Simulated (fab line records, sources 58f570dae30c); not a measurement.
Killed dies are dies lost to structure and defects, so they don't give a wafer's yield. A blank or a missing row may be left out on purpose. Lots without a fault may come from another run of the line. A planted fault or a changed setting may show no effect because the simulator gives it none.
Split-lot experiment | flow berkeley_cmos170 | 5 lots, 23 wafers read, on a route of 331 steps

THE SPLIT
At UCB170_PWELL_IMPLANT_15, the setting dose_cm2 was moved away from the recipe's 5e+12 on 6 of the 23 wafers read, by -3.7% to +7.0%. The other wafers ran this setting at the recipe's value.

FROM THE SPLIT TO THE READING: what the file shows between them, 1 step
- UCB170_PWELL_STRIP_16: strips in O2

THE READING
PWELL_TW, at UCB170_PWELL_TW_MEAS_17. Fault-free wafers of this fab line usually give 381, standard deviation 3.

wafer  | tool, chamber at the split | dose_cm2 as run | against the recipe | PWELL_TW | against lot-mates on the recipe
L076.1 | implanter-03, 0            | 5e+12           | recipe             | 378      | -
L076.2 | implanter-03, 0            | 5e+12           | recipe             | 376      | -
L076.6 | implanter-03, 0            | 5e+12           | recipe             | 374      | -
L077.1 | implanter-04, 0            | 4.817e+12       | -3.7%              | 378      | -7
L077.3 | implanter-04, 0            | 4.817e+12       | -3.7%              | 379      | -6
L077.4 | implanter-04, 0            | 5e+12           | recipe             | 387      | -
L077.5 | implanter-04, 0            | 5e+12           | recipe             | 383      | -
L077.6 | implanter-04, 0            | 4.817e+12       | -3.7%              | 379      | -6
L078.1 | implanter-03, 0            | 5.352e+12       | +7.0%              | 388      | +9
L078.3 | implanter-03, 0            | 5.352e+12       | +7.0%              | 386      | +7
L078.4 | implanter-03, 0            | 5.352e+12       | +7.0%              | 388      | +9
L078.5 | implanter-03, 0            | 5e+12           | recipe             | 378      | -
L078.6 | implanter-03, 0            | 5e+12           | recipe             | 380      | -
L080.1 | implanter-02, 0            | 5e+12           | recipe             | 380      | -
L080.2 | implanter-02, 0            | 5e+12           | recipe             | 379      | -
L080.4 | implanter-02, 0            | 5e+12           | recipe             | 381      | -
L080.5 | implanter-02, 0            | 5e+12           | recipe             | 379      | -
L080.6 | implanter-02, 0            | 5e+12           | recipe             | 383      | -
L085.1 | implanter-03, 0            | 5e+12           | recipe             | 382      | -
L085.2 | implanter-03, 0            | 5e+12           | recipe             | 382      | -
L085.3 | implanter-03, 0            | 5e+12           | recipe             | 383      | -
L085.4 | implanter-03, 0            | 5e+12           | recipe             | 383      | -
L085.6 | implanter-03, 0            | 5e+12           | recipe             | 384      | -

THE FIT
A straight line over all 23 wafers: PWELL_TW changes by +0.848 for each +1% of dose_cm2; r = +0.66; the points scatter about the line by 2.8.
The same after taking each lot's own level away (the mean of its wafers on the recipe; 23 wafers): +1.32 for each +1%; r = +0.94; scatter 1.4.
On that fit, the largest move of dose_cm2 shifts the reading by 9.3.
The lots' own levels span 376.0 to 385.0, that is 3.0 times the standard deviation above.
So the lot-to-lot level blurs the effect unless lot-mates are compared.
Check: with one of the wafers moved furthest among these (+7.0%) left out of the fit, the line predicts +8.94 for it against its lot-mates. It came out at +9 against them.

OTHER SPLITS ON THESE WAFERS
These wafers also went through other splits before the reading. Each is held against what the fit with the lots' levels taken away leaves over:
other split on the same wafers        | wafers away from the commonest value | r with PWELL_TW (lot level and that fit taken away)
UCB170_START_OXIDATION_02 temp_c      | 15                                   | -0.26
UCB170_NWELL_IMPLANT_14 energy_kev    | 9                                    | +0.18
UCB170_PWELL_CVD_05 sih2cl2_flow_sccm | 15                                   | +0.10

THE FILE'S OWN FIT
PWELL_TW changes by +1.26 for each +1% of dose_cm2, r = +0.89.
